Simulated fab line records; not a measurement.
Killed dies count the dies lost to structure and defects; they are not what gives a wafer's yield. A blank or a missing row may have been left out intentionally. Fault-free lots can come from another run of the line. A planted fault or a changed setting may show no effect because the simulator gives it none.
fab line records	flow rit_cmos
record lots=14	wafers=42	last_day=7
route steps=202 shown ACTIVE@1 PRETRO@74 M1@194
lots untouched by any fault: they come from a run of this same line in which no faults occurred
start_h: start of the lot's first displayed wafer, in hours after the record's first day	wait_h: time in hours since the lot's previous step	" same as the row above	L1.1+2: one row covering several wafers at once	- no value present, or no start provided	* or withheld: withheld	< > ~ a bound
route shown NAME@n: names a module that has steps shown in the file, with the first one's number in the route	usual: mean/standard deviation of fault-free wafers	same: alike in all rows	chamber/n: place in a boat	sites: each site's reading	_std_site: the values' standard deviation	_edge_site: outer sites' mean less inner sites'	radius_mm: for every site, how far away it sits from the centre of the wafer	mask NAME#n: copy n	behind: the most recent tool/chamber to have shaped the wafer	hold: what put the lot on hold/how long, in hours/how the hold closed	device: transistor that didn't switch, given as n, p or np	end of line: at the end of the route, the tests of the same wafers	step lacking rows: just its recipe	killed: dies that structure and defects cost at the first sort, which is not the same as the wafer's yield	map: a wafer's dies, marking killed ones x, the rest . and places with no die _
set.NAME: the setting as run; set.NAME@STEP: as run at that earlier step	model.NAME: the simulator's own value behind a step, which no gauge read
the route's steps for a sample of lots (tables are steps, rows are wafers)
services: a tool's chamber out of use, with start hour (start_h, from the record's first day; less than 0 if before it), hours out, and reason
## steps
# step RIT_ACTIVE_BOW_MEAS_00
# recipe mode=bow
# usual INCOMING_BOW=0/6.3
lot.wafer	tool	chamber	start_h	wait_h	INCOMING_BOW[um]
L321.1	film_metro-02	-	10.00	-	-4
L321.5	"	-	"	"	-10
L321.6	"	-	"	"	2
L324.1	film_metro-02	-	25.00	-	1
L324.3	"	-	"	"	-1
L324.6	"	-	"	"	-5
L325.2	film_metro-03	-	30.02	-	0
L325.4	"	-	"	"	7
L325.6	"	-	"	"	-1
L327.2	film_metro-03	-	40.02	-	-3
L327.4	"	-	"	"	7
L327.5	"	-	"	"	10
L334.1	film_metro-02	-	75.00	-	0
L334.4	"	-	"	"	2
L334.5	"	-	"	"	7
L335.2	film_metro-01	-	80.02	-	-3
L335.3	"	-	"	"	12
L335.5	"	-	"	"	16
L336.2	film_metro-02	-	85.02	-	-4
L336.5	"	-	"	"	-2
L336.6	"	-	"	"	2
L337.2	film_metro-03	-	90.02	-	-6
L337.4	"	-	"	"	1
L337.5	"	-	"	"	5
L339.3	film_metro-03	-	100.04	-	-7
L339.5	"	-	"	"	2
L339.6	"	-	"	"	2
L340.1	film_metro-02	-	105.00	-	-9
L340.2	"	-	"	"	1
L340.4	"	-	"	"	-9
L341.1	film_metro-03	-	110.00	-	2
L341.2	"	-	"	"	-1
L341.4	"	-	"	"	-2
L342.1	film_metro-01	-	115.00	-	-6
L342.3	"	-	"	"	4
L342.5	"	-	"	"	-11
L343.1	film_metro-03	-	120.00	-	-11
L343.2	"	-	"	"	-9
L343.4	"	-	"	"	14
L344.2	film_metro-01	-	125.02	-	5
L344.3	"	-	"	"	-5
L344.6	"	-	"	"	1
# step RIT_PRETRO_TW_MEAS_10
# usual PRETRO_TW=476/5.7
lot.wafer	tool	chamber	start_h	wait_h	PRETRO_TW
L321.1	film_metro-04	-	33.19	0.1	479
L321.5	"	-	"	"	480
L321.6	"	-	"	"	475
L324.1	film_metro-04	-	46.97	0.1	479
L324.3	"	-	"	"	479
L324.6	"	-	"	"	477
L325.2	film_metro-01	-	52.23	0.1	485
L325.4	"	-	"	"	483
L325.6	"	-	"	"	482
L327.2	film_metro-04	-	63.86	0.1	471
L327.4	"	-	"	"	471
L327.5	"	-	"	"	471
L334.1	film_metro-03	-	99.03	0.1	468
L334.4	"	-	"	"	469
L334.5	"	-	"	"	469
L335.2	film_metro-04	-	103.41	0.1	478
L335.3	"	-	"	"	475
L335.5	"	-	"	"	480
L336.2	film_metro-03	-	108.50	0.1	469
L336.5	"	-	"	"	469
L336.6	"	-	"	"	467
L337.2	film_metro-04	-	113.27	0.1	479
L337.4	"	-	"	"	479
L337.5	"	-	"	"	476
L339.3	film_metro-01	-	122.72	0.1	485
L339.5	"	-	"	"	484
L339.6	"	-	"	"	484
L340.1	film_metro-03	-	130.34	0.1	468
L340.2	"	-	"	"	469
L340.4	"	-	"	"	470
L341.1	film_metro-01	-	132.49	0.1	481
L341.2	"	-	"	"	484
L341.4	"	-	"	"	484
L342.1	film_metro-04	-	138.41	0.1	477
L342.3	"	-	"	"	475
L342.5	"	-	"	"	477
L343.1	film_metro-03	-	142.60	0.1	469
L343.2	"	-	"	"	469
L343.4	"	-	"	"	469
L344.2	film_metro-04	-	149.25	0.1	475
L344.3	"	-	"	"	472
L344.6	"	-	"	"	476
# step RIT_M1_OVL_MEAS_10
# usual M1_OVL=-0.4/1.3
lot.wafer	tool	chamber	start_h	wait_h	M1_OVL[nm]
L321.1	overlay-01	-	60.96	0.1	0.4
L321.5	"	-	"	"	1.1
L321.6	"	-	"	"	0.6
L324.1	overlay-02	-	73.58	0.1	-0.9
L324.3	"	-	"	"	-3.3
L324.6	"	-	"	"	-3.5
L325.2	overlay-01	-	79.58	0.1	2.1
L325.4	"	-	"	"	0.7
L325.6	"	-	"	"	-0.5
L327.2	overlay-02	-	88.57	0.1	-0.8
L327.4	"	-	"	"	1.1
L327.5	"	-	"	"	2.6
L334.1	overlay-02	-	125.73	0.1	-1.5
L334.4	"	-	"	"	-0.9
L334.5	"	-	"	"	-2.5
L335.2	overlay-02	-	127.45	0.1	-1.0
L335.3	"	-	"	"	0.1
L335.5	"	-	"	"	0.2
L336.2	overlay-02	-	134.73	0.1	-0.5
L336.5	"	-	"	"	1.7
L336.6	"	-	"	"	0.6
L337.2	overlay-01	-	136.81	0.1	0.2
L337.4	"	-	"	"	0.3
L337.5	"	-	"	"	0.0
L339.3	overlay-01	-	147.82	0.1	-1.4
L339.5	"	-	"	"	0.1
L339.6	"	-	"	"	0.1
L340.1	overlay-02	-	154.37	0.1	0.9
L340.2	"	-	"	"	-0.8
L340.4	"	-	"	"	1.4
L341.1	overlay-02	-	156.16	0.1	-1.3
L341.2	"	-	"	"	0.0
L341.4	"	-	"	"	-2.6
L342.1	overlay-02	-	163.33	0.1	-1.1
L342.3	"	-	"	"	-4.6
L342.5	"	-	"	"	-3.2
L343.1	overlay-01	-	170.75	0.1	-2.3
L343.2	"	-	"	"	-1.3
L343.4	"	-	"	"	1.7
L344.2	overlay-01	-	174.13	0.1	0.7
L344.3	"	-	"	"	0.5
L344.6	"	-	"	"	0.4
# step RIT_M1_METAL_ETCH_12
# recipe stop_on=SiO2	chemistry=Cl2/BCl3	target=Al	time_s=165	over_etch_frac=0.5	pressure_mtorr=100	target_depth_a=6000	rf_w=250	Cl2_flow_sccm=60	bcl3_flow_sccm=50
# usual bcl3_flow_sccm=50.01/0.14	chamber_pressure_mTorr=100.00/0.1	drypump_motor_current_A=5.73/0.28	oes_product_au=0.784/0.011	throttle_valve_pct=8.31/0.13	time_s=165/0
lot.wafer	tool	chamber	start_h	wait_h	bcl3_flow_sccm	chamber_pressure_mTorr	drypump_motor_current_A	oes_product_au	rf_hours_counter_h	throttle_valve_pct	time_s
L321.1	rie_metal-04	1	61.25	0.2	49.99	100.07	5.41	0.788	1	8.17	165
L321.5	"	1	"	"	49.93	100.06	5.40	0.778	-	8.17	165
L321.6	"	0	"	"	50.26	99.94	5.85	0.787	-	8.33	165
L324.1	rie_metal-04	1	73.97	0.2	-	-	-	-	-	-	-
L324.3	"	0	"	"	-	-	-	-	-	-	-
L324.6	"	1	"	"	-	-	-	-	-	-	-
L325.2	rie_metal-03	0	79.86	0.2	-	-	-	-	-	-	-
L325.4	"	1	"	"	-	-	-	-	-	-	-
L325.6	"	1	"	"	-	-	-	-	-	-	-
L327.2	rie_metal-04	1	88.85	0.2	50.04	99.98	5.41	0.782	1	8.16	165
L327.4	"	0	"	"	50.06	99.79	5.84	0.786	-	8.32	165
L327.5	"	1	"	"	50.11	100.05	5.41	0.782	-	8.17	165
L334.1	rie_metal-03	1	126.02	0.2	50.05	99.92	5.90	0.788	3	8.44	165
L334.4	"	0	"	"	50.04	100.07	5.95	0.789	-	8.31	165
L334.5	"	1	"	"	50.19	99.95	5.88	0.778	-	8.45	165
L335.2	rie_metal-02	1	127.73	0.2	50.05	100.07	5.17	0.780	37	8.46	165
L335.3	"	1	"	"	50.33	100.23	5.17	0.770	-	8.45	165
L335.5	"	1	"	"	50.20	99.90	5.20	0.773	-	8.46	165
L336.2	rie_metal-04	0	135.01	0.2	50.00	99.99	5.83	0.788	1	8.31	165
L336.5	"	1	"	"	49.74	100.05	5.45	0.788	-	8.16	165
L336.6	"	0	"	"	50.07	99.99	5.83	0.792	-	8.32	165
L337.2	rie_metal-03	1	137.09	0.2	50.08	100.21	5.90	0.798	3	8.43	165
L337.4	"	0	"	"	50.21	100.06	5.98	0.791	-	8.33	165
L337.5	"	1	"	"	50.02	99.92	5.91	0.801	-	8.43	165
L339.3	rie_metal-03	1	148.15	0.2	50.19	100.15	5.90	0.791	-	8.44	165
L339.5	"	1	"	"	50.02	100.04	5.90	0.803	-	8.44	165
L339.6	"	0	"	"	49.99	99.99	5.98	0.783	-	8.33	165
L340.1	rie_metal-03	1	154.65	0.2	50.07	99.97	5.90	0.786	4	8.43	165
L340.2	"	0	"	"	49.90	100.10	5.98	0.787	4	8.32	165
L340.4	"	0	"	"	50.21	99.92	6.01	0.789	-	8.33	165
L341.1	rie_metal-02	0	156.45	0.2	49.96	99.89	5.76	0.764	0	8.10	165
L341.2	"	1	"	"	49.91	99.83	5.20	0.786	0	8.48	165
L341.4	"	0	"	"	50.01	100.05	5.77	0.765	-	8.09	165
L342.1	rie_metal-03	0	163.61	0.2	49.89	100.03	5.99	0.791	4	8.33	165
L342.3	"	0	"	"	49.91	99.98	5.97	0.797	-	8.34	165
L342.5	"	0	"	"	50.24	99.93	5.99	0.791	-	8.32	165
L343.1	rie_metal-02	0	171.03	0.2	50.15	100.09	5.80	0.779	0	8.10	165
L343.2	"	1	"	"	50.02	100.03	5.16	0.795	0	8.45	165
L343.4	"	0	"	"	50.02	99.93	5.79	0.762	-	8.11	165
L344.2	rie_metal-03	1	174.41	0.2	50.17	100.16	5.92	0.778	4	8.43	165
L344.3	"	1	"	"	50.00	100.12	5.91	0.794	-	8.44	165
L344.6	"	1	"	"	49.97	100.10	5.92	0.794	-	8.45	165
# step RIT_M1_CD_MEAS_90
# recipe target_cd_nm=2600
# usual cd_nm=2599.8/2.9
lot.wafer	tool	chamber	start_h	wait_h	cd_nm
L321.1	cd_sem-02	-	61.77	0.1	2595.6
L321.5	"	-	"	"	2599.0
L321.6	"	-	"	"	2600.9
L324.1	cd_sem-01	-	74.48	0.1	-
L324.3	"	-	"	"	-
L324.6	"	-	"	"	-
L325.2	cd_sem-01	-	80.39	0.1	-
L325.4	"	-	"	"	-
L325.6	"	-	"	"	-
L327.2	cd_sem-02	-	89.40	0.1	2595.3
L327.4	"	-	"	"	2594.1
L327.5	"	-	"	"	2596.1
L334.1	cd_sem-02	-	126.74	0.1	2599.8
L334.4	"	-	"	"	2597.6
L334.5	"	-	"	"	2601.3
L335.2	cd_sem-02	-	128.26	0.1	2604.1
L335.3	"	-	"	"	2604.6
L335.5	"	-	"	"	2603.6
L336.2	cd_sem-02	-	135.54	0.1	2601.5
L336.5	"	-	"	"	2598.8
L336.6	"	-	"	"	2598.2
L337.2	cd_sem-02	-	137.62	0.1	2601.2
L337.4	"	-	"	"	2597.1
L337.5	"	-	"	"	2599.1
L339.3	cd_sem-02	-	148.68	0.1	2603.4
L339.5	"	-	"	"	2601.4
L339.6	"	-	"	"	2598.8
L340.1	cd_sem-01	-	155.17	0.1	2605.3
L340.2	"	-	"	"	2601.1
L340.4	"	-	"	"	2603.2
L341.1	cd_sem-02	-	157.17	0.1	2602.1
L341.2	"	-	"	"	2601.2
L341.4	"	-	"	"	2600.6
L342.1	cd_sem-02	-	164.13	0.1	2594.9
L342.3	"	-	"	"	2595.4
L342.5	"	-	"	"	2594.9
L343.1	cd_sem-01	-	171.54	0.1	2597.8
L343.2	"	-	"	"	2600.9
L343.4	"	-	"	"	2599.5
L344.2	cd_sem-02	-	174.95	0.1	2603.3
L344.3	"	-	"	"	2606.0
L344.6	"	-	"	"	2602.5
# step RIT_M1_PROBE_99
# usual defect_limited_yield=97.3/1	killed_at_M0_to_M3=0.0/0.23	killed_at_contacts=0.1/0.34	killed_at_front_end=6.9/2.8	killed_dies=7.1/2.8	killed_on_rim=1.8/1.3	killed_open=3.4/1.9	killed_short=3.6/1.7	sort_bin_3_pad_short=0.1/0.21	sort_bin_5_function=1.6/0.75	sort_bin_6_memory=0.9/0.64	sort_n_pass=256.9/2.8	sort_yield_pct=97.3/1
# same gross_dies=264	killed_at_M4_up=0	killed_at_back_side=0	killed_at_other=0
lot.wafer	tool	chamber	start_h	wait_h	defect_limited_yield[%]	killed_at_M0_to_M3	killed_at_contacts	killed_at_front_end	killed_dies	killed_on_rim	killed_open	killed_short	sort_bin_3_pad_short[%]	sort_bin_5_function[%]	sort_bin_6_memory[%]	sort_n_pass	sort_yield_pct[%]
L321.1	prober-01	-	63.51	0.1	98.5	0	0	4	4	0	1	3	0	0.8	0.8	260.0	98.5
L321.5	prober-01	-	63.71	0.2	94.7	0	0	14	14	3	4	10	0	4.2	1.1	250.0	94.7
L321.6	prober-01	-	63.76	0.2	96.6	0	1	8	9	3	5	4	0	2.3	1.1	255.0	96.6
L324.1	prober-02	-	76.22	0.1	0	259	0	5	264	70	1	4	0.4	98.5	1.1	0	0
L324.3	prober-02	-	76.32	0.2	0	259	0	5	264	70	1	4	0	98.9	1.1	0	0
L324.6	prober-02	-	76.47	0.2	0	257	0	7	264	70	4	3	0	98.1	1.9	0	0
L325.2	prober-01	-	82.16	0.1	0	259	0	5	264	70	2	3	0	100.0	0	0	0
L325.4	prober-01	-	82.26	0.2	0	258	0	6	264	70	4	2	0.4	98.9	0.8	0	0
L325.6	prober-01	-	82.36	0.2	0	257	0	7	264	70	3	4	0.4	98.5	1.1	0	0
L327.2	prober-01	-	91.17	0.1	98.1	0	0	5	5	1	3	2	0	1.1	0.8	259.0	98.1
L327.4	prober-01	-	91.27	0.2	96.2	0	0	10	10	7	3	7	0.4	2.3	1.1	254.0	96.2
L327.5	prober-01	-	91.32	0.2	98.5	0	0	4	4	1	2	2	0	0.8	0.8	260.0	98.5
L334.1	prober-02	-	128.48	0.1	99.2	0	1	1	2	1	1	1	0	0.4	0.4	262.0	99.2
L334.4	prober-02	-	128.63	0.2	97.0	0	0	8	8	0	4	4	0.4	1.5	1.1	256.0	97.0
L334.5	prober-02	-	128.68	0.2	97.7	0	0	6	6	1	1	5	0.4	1.9	0	258.0	97.7
L335.2	prober-01	-	130.03	0.1	98.5	0	0	4	4	1	2	2	0	1.5	0	260.0	98.5
L335.3	prober-01	-	130.08	0.2	98.9	0	0	3	3	1	2	1	0	0.8	0.4	261.0	98.9
L335.5	prober-01	-	130.18	0.2	97.7	0	0	6	6	2	4	2	0	1.1	1.1	258.0	97.7
L336.2	prober-02	-	137.31	0.1	98.5	0	1	3	4	2	1	3	0	0.8	0.8	260.0	98.5
L336.5	prober-02	-	137.46	0.2	98.9	0	1	2	3	0	2	1	0	0.8	0.4	261.0	98.9
L336.6	prober-02	-	137.51	0.2	95.8	0	0	11	11	3	7	4	0.4	1.9	1.9	253.0	95.8
L337.2	prober-01	-	139.39	0.1	98.9	0	1	2	3	1	2	1	0	0.8	0.4	261.0	98.9
L337.4	prober-01	-	139.49	0.2	96.6	0	0	9	9	2	4	5	0	2.3	1.1	255.0	96.6
L337.5	prober-01	-	139.54	0.2	97.3	0	0	7	7	1	3	4	0	1.9	0.8	257.0	97.3
L339.3	prober-01	-	150.48	0.2	97.7	0	0	6	6	2	2	4	0.4	1.1	0.8	258.0	97.7
L339.5	prober-01	-	150.58	0.2	99.6	0	0	1	1	1	1	0	0	0.4	0	263.0	99.6
L339.6	prober-01	-	150.63	0.2	97.7	0	0	6	6	3	4	2	0	0.8	1.5	258.0	97.7
L340.1	prober-01	-	156.91	0.1	96.6	0	0	9	9	3	4	5	0.4	2.3	0.8	255.0	96.6
L340.2	prober-01	-	156.96	0.1	97.7	0	0	6	6	3	4	2	0.4	1.9	0	258.0	97.7
L340.4	prober-01	-	157.06	0.2	97.7	0	0	6	6	1	2	4	0.4	1.1	0.8	258.0	97.7
L341.1	prober-02	-	158.91	0.1	96.2	0	0	10	10	1	4	6	0	2.7	1.1	254.0	96.2
L341.2	prober-02	-	158.96	0.1	96.6	0	0	9	9	2	4	5	0	2.3	1.1	255.0	96.6
L341.4	prober-02	-	159.06	0.2	96.2	0	0	10	10	2	7	3	0	1.5	2.3	254.0	96.2
L342.1	prober-01	-	165.87	0.1	98.1	0	0	5	5	1	3	2	0	0.8	1.1	259.0	98.1
L342.3	prober-01	-	165.97	0.2	97.7	0	0	6	6	1	1	5	0	1.9	0.4	258.0	97.7
L342.5	prober-01	-	166.07	0.2	95.5	0	1	11	12	2	6	6	0	1.5	3.0	252.0	95.5
L343.1	prober-02	-	173.28	0.1	97.7	0	0	6	6	0	3	3	0.4	0.8	1.1	258.0	97.7
L343.2	prober-02	-	173.33	0.1	98.1	0	0	5	5	0	1	4	0.8	0.8	0.4	259.0	98.1
L343.4	prober-02	-	173.43	0.2	97.7	0	0	6	6	1	3	3	0	1.5	0.8	258.0	97.7
L344.2	prober-01	-	176.72	0.1	97.3	0	0	7	7	1	1	6	0	2.3	0.4	257.0	97.3
L344.3	prober-01	-	176.77	0.2	97.0	0	0	8	8	2	4	4	0	1.9	1.1	256.0	97.0
L344.6	prober-01	-	176.92	0.2	96.6	0	0	9	9	2	4	5	0.4	1.1	1.9	255.0	96.6
# killed by level:class
L321.1 GATE:geometric_particle:short=1 REOX:geometric_particle:short=1 SPACER:geometric_particle:open=1 SPACER:geometric_particle:short=1
L321.5 GATE:geometric_particle:short=3 SPACER:geometric_particle:short=3 FOX1:geometric_particle:open=2 SILICIDE:geometric_particle:short=2 FOX1:geometric_particle:short=1 GATE:geometric_particle:open=1 REOX:geometric_particle:short=1 SPACER:geometric_particle:open=1
L321.6 FOX1:geometric_particle:short=2 SPACER:geometric_particle:open=2 FOX2:geometric_particle:open=1 FOX2:geometric_particle:short=1 REOX:geometric_particle:open=1 REOX:geometric_particle:short=1 CONTACT:geometric_particle:open=1
L324.1 M1:area_etch=259 GATE:geometric_particle:short=2 FOX1:geometric_particle:short=1 GATE:geometric_particle:open=1 REOX:geometric_particle:short=1
L324.3 M1:area_etch=259 FOX1:geometric_particle:short=1 GATE:geometric_particle:short=1 GATE:geometric_particle:open=1 SPACER:geometric_particle:short=1 SILICIDE:geometric_particle:short=1
L324.6 M1:area_etch=257 REOX:geometric_particle:open=4 GATE:geometric_particle:short=1 REOX:geometric_particle:short=1 SPACER:geometric_particle:short=1
L325.2 M1:area_etch=259 GATE:geometric_particle:short=3 GATE:geometric_particle:open=1 REOX:geometric_particle:open=1
L325.4 M1:area_etch=258 GATE:geometric_particle:open=2 FOX2:geometric_particle:short=1 FOX2:geometric_particle:open=1 REOX:geometric_particle:short=1 SILICIDE:geometric_particle:open=1
L325.6 M1:area_etch=257 FOX1:geometric_particle:short=2 FOX2:geometric_particle:open=2 GATE:geometric_particle:short=1 SPACER:geometric_particle:short=1 SILICIDE:geometric_particle:open=1
L327.2 SPACER:geometric_particle:open=3 FOX2:geometric_particle:short=1 GATE:geometric_particle:short=1
L327.4 SILICIDE:geometric_particle:short=3 GATE:geometric_particle:open=2 GATE:geometric_particle:short=2 REOX:geometric_particle:short=1 SPACER:geometric_particle:open=1 SPACER:geometric_particle:short=1
L327.5 FOX2:geometric_particle:short=1 FOX2:geometric_particle:open=1 GATE:geometric_particle:open=1 REOX:geometric_particle:short=1
L334.1 FOX1:geometric_particle:short=1 CONTACT:geometric_particle:open=1
L334.4 GATE:geometric_particle:short=2 SILICIDE:geometric_particle:open=2 FOX1:geometric_particle:short=1 REOX:geometric_particle:open=1 SPACER:geometric_particle:open=1 SPACER:geometric_particle:short=1
L334.5 GATE:geometric_particle:short=2 REOX:geometric_particle:short=1 SPACER:geometric_particle:short=1 SPACER:geometric_particle:open=1 SILICIDE:geometric_particle:short=1
L335.2 FOX1:geometric_particle:open=1 FOX2:geometric_particle:short=1 SPACER:geometric_particle:short=1 SPACER:geometric_particle:open=1
L335.3 GATE:geometric_particle:open=1 SPACER:geometric_particle:open=1 SILICIDE:geometric_particle:short=1
L335.5 SPACER:geometric_particle:open=2 FOX1:geometric_particle:short=1 GATE:geometric_particle:open=1 REOX:geometric_particle:short=1 SILICIDE:geometric_particle:open=1
L336.2 FOX1:geometric_particle:open=1 GATE:geometric_particle:short=1 SPACER:geometric_particle:short=1 CONTACT:geometric_particle:short=1
L336.5 REOX:geometric_particle:open=1 SPACER:geometric_particle:open=1 CONTACT:geometric_particle:short=1
L336.6 FOX1:geometric_particle:open=2 GATE:geometric_particle:open=2 REOX:geometric_particle:open=2 SPACER:geometric_particle:short=2 GATE:geometric_particle:short=1 REOX:geometric_particle:short=1 SPACER:geometric_particle:open=1
L337.2 GATE:geometric_particle:open=1 SPACER:geometric_particle:open=1 CONTACT:geometric_particle:short=1
L337.4 GATE:geometric_particle:short=5 GATE:geometric_particle:open=4
L337.5 GATE:geometric_particle:short=4 GATE:geometric_particle:open=2 FOX2:geometric_particle:open=1
L339.3 GATE:geometric_particle:short=2 SILICIDE:geometric_particle:short=2 GATE:geometric_particle:open=1 SILICIDE:geometric_particle:open=1
L339.5 SILICIDE:geometric_particle:open=1
L339.6 FOX1:geometric_particle:open=2 FOX1:geometric_particle:short=1 GATE:geometric_particle:open=1 GATE:geometric_particle:short=1 SPACER:geometric_particle:open=1
L340.1 GATE:geometric_particle:short=4 GATE:geometric_particle:open=3 FOX2:geometric_particle:short=1 SILICIDE:geometric_particle:open=1
L340.2 GATE:geometric_particle:open=2 GATE:geometric_particle:short=2 FOX1:geometric_particle:open=1 REOX:geometric_particle:open=1
L340.4 SILICIDE:geometric_particle:short=2 FOX2:geometric_particle:open=1 GATE:geometric_particle:short=1 SPACER:geometric_particle:short=1 SPACER:geometric_particle:open=1
L341.1 GATE:geometric_particle:short=3 GATE:geometric_particle:open=2 FOX1:geometric_particle:open=1 FOX1:geometric_particle:short=1 REOX:geometric_particle:short=1 REOX:geometric_particle:open=1 SILICIDE:geometric_particle:short=1
L341.2 FOX2:geometric_particle:short=3 SILICIDE:geometric_particle:open=2 FOX1:geometric_particle:short=1 FOX1:geometric_particle:open=1 GATE:geometric_particle:short=1 REOX:geometric_particle:open=1
L341.4 GATE:geometric_particle:open=4 SPACER:geometric_particle:open=2 SPACER:geometric_particle:short=2 FOX2:geometric_particle:short=1 REOX:geometric_particle:open=1
L342.1 GATE:geometric_particle:open=2 FOX1:geometric_particle:open=1 FOX2:geometric_particle:short=1 GATE:geometric_particle:short=1
L342.3 FOX1:geometric_particle:short=3 SILICIDE:geometric_particle:short=2 GATE:geometric_particle:open=1
L342.5 GATE:geometric_particle:short=4 FOX1:geometric_particle:open=3 FOX1:geometric_particle:short=2 GATE:geometric_particle:open=1 REOX:geometric_particle:open=1 CONTACT:geometric_particle:open=1
L343.1 GATE:geometric_particle:short=3 GATE:geometric_particle:open=1 REOX:geometric_particle:open=1 SPACER:geometric_particle:open=1
L343.2 SILICIDE:geometric_particle:short=2 GATE:geometric_particle:open=1 GATE:geometric_particle:short=1 SPACER:geometric_particle:short=1
L343.4 ACTIVE:geometric_particle:short=1 FOX1:geometric_particle:short=1 REOX:geometric_particle:open=1 SPACER:geometric_particle:short=1 SPACER:geometric_particle:open=1 SILICIDE:geometric_particle:open=1
L344.2 REOX:geometric_particle:short=2 FOX1:geometric_particle:short=1 FOX2:geometric_particle:short=1 GATE:geometric_particle:short=1 GATE:geometric_particle:open=1 SILICIDE:geometric_particle:short=1
L344.3 GATE:geometric_particle:open=2 GATE:geometric_particle:short=2 FOX1:geometric_particle:short=1 FOX2:geometric_particle:open=1 REOX:geometric_particle:open=1 SILICIDE:geometric_particle:short=1
L344.6 FOX2:geometric_particle:open=2 REOX:geometric_particle:short=2 FOX1:geometric_particle:short=1 FOX2:geometric_particle:short=1 GATE:geometric_particle:open=1 GATE:geometric_particle:short=1 REOX:geometric_particle:open=1
## services
tool	chamber	start_h	hours	kind
rie_metal-03	1	66.92	2.4	repair
rie_metal-02	-	136.12	20.0	pm
rie_metal-02	0	136.12	20.0	vent_cycle
rie_metal-02	1	136.12	20.0	vent_cycle
rie_metal-02	0	156.12	-	clean
rie_metal-02	1	156.12	-	clean
## key
first_sign step=RIT_M1_METAL_ETCH_12	reading=tool_record	direction=missing
effect step=RIT_M1_CD_MEAS_90	reading=cd_nm	direction=missing
effect step=RIT_M1_PROBE_99	reading=killed_at_M0_to_M3	direction=up	sigmas=99+	usual=0.0	struck=258.2
more_kills_born_at RIT_M1_METAL_ETCH_12@rie_metal-04=775	RIT_M1_METAL_ETCH_12@rie_metal-03=774
met_at RIT_M1_METAL_ETCH_12
struck_lots L324,L325
later_rows_left_out L324.1,L324.3,L324.6,L325.2,L325.4,L325.6
not_acting_at RIT_ACTIVE_BOW_MEAS_00,RIT_PRETRO_TW_MEAS_10,RIT_M1_OVL_MEAS_10
onset_between 61.25 73.97
fault kind=skipped_step_whole	tool=rie_metal-03,rie_metal-04	chamber=-	onset_h=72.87	steps=RIT_M1_METAL_ETCH_12	scope=struck_lots_only
# later_rows_left_out: the simulator's readings of these wafers behind a module that went badly wrong aren't trusted and aren't shown, but for the sort
